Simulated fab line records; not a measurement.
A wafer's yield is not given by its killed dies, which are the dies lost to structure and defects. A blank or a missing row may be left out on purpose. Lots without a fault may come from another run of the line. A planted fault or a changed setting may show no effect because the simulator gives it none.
A struck lot beside a sound one -- flow rit_cmos -- 27 out of 202 route steps
Sound: these wafers, L305.1, L305.2, L305.6. Struck: wafer L317.6. (L317.2, L317.3 of the same lot were not struck and are left out.) The cause comes at the end.
For every step that has rows: the tool of each side, followed by ch and its chambers, followed by its first start. Under that, the readings that differ: sound wafers -- struck wafers -- difference of the means -- sigmas: that difference in standard deviations of wafers without a fault.
alike: readings whose means differ by less than 2 such deviations, and words and numbers that are the same on both sides. not compared: withheld readings, readings that some wafer has no value for, bounds like >300 that may hide the same value, and numbers for which the record gives no deviation and whose values overlap.
Wherever a step has rows on one side only, a row that says differs or no value, or a row with sigmas, the two part there. Non-overlapping numbers with no deviation appear without sigmas and do not part them. A reading missing from all wafers of one side parts the sides only when that side holds two or more wafers.

first, 4 steps without rows for these wafers: RIT_CONTACT_SOFTBAKE_04 (time 60 s); RIT_CONTACT_EXPOSE_05 (exposes mask M11, target cd 1000 nm); RIT_CONTACT_PEB_06; RIT_CONTACT_DEVELOP_07 (develop time 120 s).
RIT_CONTACT_CD_MEAS_08 targets a cd of 1000 nm.
  sound on cd_sem-01, day 3 03:37; struck on cd_sem-01, day 5 19:20
reading,sound,struck,difference,sigmas
cd_nm (nm),992.8 994.2 995.6,1000.4,+6.2,+2
RIT_CONTACT_OVL_MEAS_09:
  sound on overlay-02, day 3 03:44; struck on overlay-01, day 5 19:27
  alike: CONTACT_OVL
then, 1 step without rows for these wafers: RIT_CONTACT_HARDBAKE_10 (time 60 s).
RIT_CONTACT_ETCH_11: etches SiO2 in CHF3/CF4/Ar, stops on TiSi2, target depth 480 nm, time 320 s.
  sound on rie_diel-01 ch 0,3, day 3 03:56; struck on rie_diel-03 ch 3, day 5 19:38
  alike: drypump_motor_current_A, oes_product_au, throttle_valve_pct
  not compared: rf_hours_counter_h
RIT_CONTACT_STRIP_12: strips in O2, time 180 s.
  sound on plasma_asher-03 ch 0,1, day 3 04:07; struck on plasma_asher-03 ch 1, day 5 19:49
  alike: drypump_motor_current_A
  not compared: rf_hours_counter_h
RIT_CONTACT_CD_MEAS_90 targets a cd of 1000 nm.
  sound on cd_sem-01, day 3 04:18; struck on cd_sem-02, day 5 20:01
reading,sound,struck,difference,sigmas
cd_nm (nm),993.2 994.5 995.1,1000.7,+6.4,+2
then, 2 steps without rows for these wafers: RIT_CONTACT_CLEAN_13 (cleans in SC1, time 600 s); RIT_CONTACT_CLEAN_14 (cleans in SC2, time 600 s).
RIT_M1_SPUTTER_00: material Al, target thk 400 nm, time 500 s.
  sound on pvd_sputter-03, day 3 04:47; struck on pvd_sputter-01, day 5 20:28
reading,sound,struck,difference,sigmas
model.Al_of_M1_SPUTTER_00.thk_nm (nm),393.4 393.1 393.1,613.9,+220.7,
  alike: throttle_valve_pct
RIT_M1_RS_MEAS_01: uses a four-point probe to measure.
  sound on film_metro-02, day 3 05:05; struck on film_metro-04, day 5 20:47
reading,sound,struck,difference,sigmas
M1_AL_RS (ohm/sq),0.0748 0.0749 0.0749,0.0475,-0.0274,-35
RIT_M1_THK_MEAS_02: measures by xrf.
  sound on film_metro-02, day 3 05:12; struck on film_metro-04, day 5 20:53
reading,sound,struck,difference,sigmas
M1_AL_THK (nm),393 391 391,621,+229,+46
then, 6 steps without rows for these wafers: RIT_M1_HMDS_03 (prime time 60 s); RIT_M1_COAT_04 (resist thk 1300 nm); RIT_M1_SOFTBAKE_05 (time 60 s); RIT_M1_EXPOSE_06 (exposes mask M12, target cd 2600 nm); RIT_M1_PEB_07; RIT_M1_DEVELOP_08 (develop time 68 s).
RIT_M1_CD_MEAS_09 targets a cd of 2600 nm.
  sound on cd_sem-02, day 3 06:08; struck on cd_sem-02, day 5 21:50
  alike: cd_nm
RIT_M1_OVL_MEAS_10:
  sound on overlay-02, day 3 06:16; struck on overlay-02, day 5 21:57
  alike: M1_OVL
then, 1 step without rows for these wafers: RIT_M1_HARDBAKE_11 (time 120 s).
RIT_M1_METAL_ETCH_12: etches Al in Cl2/BCl3, stops on SiO2, time 165 s, target depth 600 nm.
  sound on rie_metal-04 ch 1, day 3 06:32; struck on rie_metal-04 ch 1, day 5 22:22
reading,sound,struck,difference,sigmas
oes_product_au (a.u.),0.764 0.765 0.762,0.982,+0.218,+18
  alike: drypump_motor_current_A, throttle_valve_pct
  not compared: rf_hours_counter_h
then, 1 step without rows for these wafers: RIT_M1_STRIP_13 (strips in nmp, time 600 s).
RIT_M1_PROBE_99:
  sound on prober-02, day 3 08:58; struck on prober-02, day 6 00:58
reading,sound,struck,difference,sigmas
defect_limited_yield (%),98.1 97.7 98.5,20.1,-78.0,-65
killed_at_M0_to_M3,0 0 0,206,+206,+99 or more
killed_dies,5 6 4,211,+206,+66
killed_on_rim,3 2 1,56,+54,+42
model.etest.tester.sort_n_pass,259 258 260,0,-259,
model.etest.tester.sort_yield_pct (%),98.11 97.73 98.48,0,-98,
model.etest.tester.sort_bin_5_pct (%),0.3788 1.136 0.3788,79.55,+78.92,
model.etest.field_p.short,0 0 0,1,+1,
model.etest.antenna_poly.short,0 0 0,1,+1,
model.etest.well_edge_left.short,0 0 0,1,+1,
model.etest.diode_nplus_pwell.over_limit,0 0 0,1,+1,
model.etest.pwell.short,0 0 0,1,+1,
  alike: killed_at_front_end, killed_open, killed_short

WHERE THEY PART
Last at RIT_M1_PROBE_99 as far as this record goes, first at RIT_CONTACT_CD_MEAS_08.

WHY: what the simulator had put in
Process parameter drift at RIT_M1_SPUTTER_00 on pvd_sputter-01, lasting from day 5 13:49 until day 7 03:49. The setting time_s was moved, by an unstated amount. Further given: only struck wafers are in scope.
